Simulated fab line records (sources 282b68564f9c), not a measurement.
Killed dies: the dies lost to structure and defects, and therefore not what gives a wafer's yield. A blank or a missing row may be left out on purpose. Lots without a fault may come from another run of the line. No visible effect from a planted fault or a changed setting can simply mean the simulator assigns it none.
Code-filled problem report in 8D (eight disciplines) form ; flow rit cmos ; the parts of the form that need people (team, actions taken, sign-off) are left out

== 1. WHAT WENT WRONG ==
heater power total W at RIT_M1_HARDBAKE_11 reads a mean of 53.44 W on 6 wafers of 2 lots; wafers without a fault read 52.03 W with a standard deviation of 0.06. That is +23 standard deviations from the usual mean.
The step: time 120 s.
The first sign was on wafer L723.4 at day 4 16:01, on litho track-01. The record has a number at this step for 42 wafers belonging to 14 lots. Rule for "out", or "out of limits": more than 4 standard deviations from the usual mean. The rest of the wafers with a number are treated as sound.

== 2. WHAT THIS IS AND IS NOT ==
question;is;is not
which readings at this step;heater power total W, plate temp C;-
which lots;L723, L727;L719, L720, L721, L722, L724, L726, L731, L737, L738, L740, L741, L742
which wafers of those lots;all that have a number;-
read on which tools;litho track-01;litho track-02, litho track-04
when;from day 4 16:01;"up to then (15 sound wafers); but 21 sound wafers of L726, L731, L737, L738, L740, L741, L742 came after"

== 3. THE SUSPECTS, EACH WITH WHAT RULES IT OUT ==
Counting: a tool at a process step up to the reading stays a suspect if it ran every lot that is out and no sound lot after the first of them.
- litho track-01 at RIT_M1_HARDBAKE_11 (time 120 s): kept. All lots that are out passed through it, beginning with L723 at day 4 16:01, and no sound lot followed; its final sound lot before that point was L720 at day 3 16:02. Its own readings are out on those wafers: heater power total W, plate temp C.
Remaining after the count: litho track-01 at RIT_M1_HARDBAKE_11.

== 4. THE CAUSE (what the simulator had put in) ==
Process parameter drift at RIT_M1_HARDBAKE_11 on litho track-01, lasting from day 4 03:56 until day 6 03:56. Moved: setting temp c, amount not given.
Counting left only this tool.

== 5. THE CHAIN OF EFFECTS, in route order ==
One row per reading whose mean, taken over the struck wafers that have a number, lies over 3 standard deviations from the usual. Only readings whose record carries a usual standard deviation are examined. hours: median over the lots of the time between each lot's start at the first step of this table that gives one and its start at this step. sigmas: the change, counted in usual standard deviations.
hours;step;reading;usual;on struck wafers;change;sigmas
0;RIT_M1_HARDBAKE_11;heater power total W;52.03 W;53.44;+1.41;+23
0;RIT_M1_HARDBAKE_11;plate temp C;140.01 C;142.89;+2.88;+21
Process steps it contains:
- RIT_M1_HARDBAKE_11: time 120 s.

== 6. HOW IT WOULD HAVE BEEN CAUGHT EARLIER ==
12 hours passed between the start of the fault at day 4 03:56 and the first reading out of limits in this record, taken at day 4 16:01.
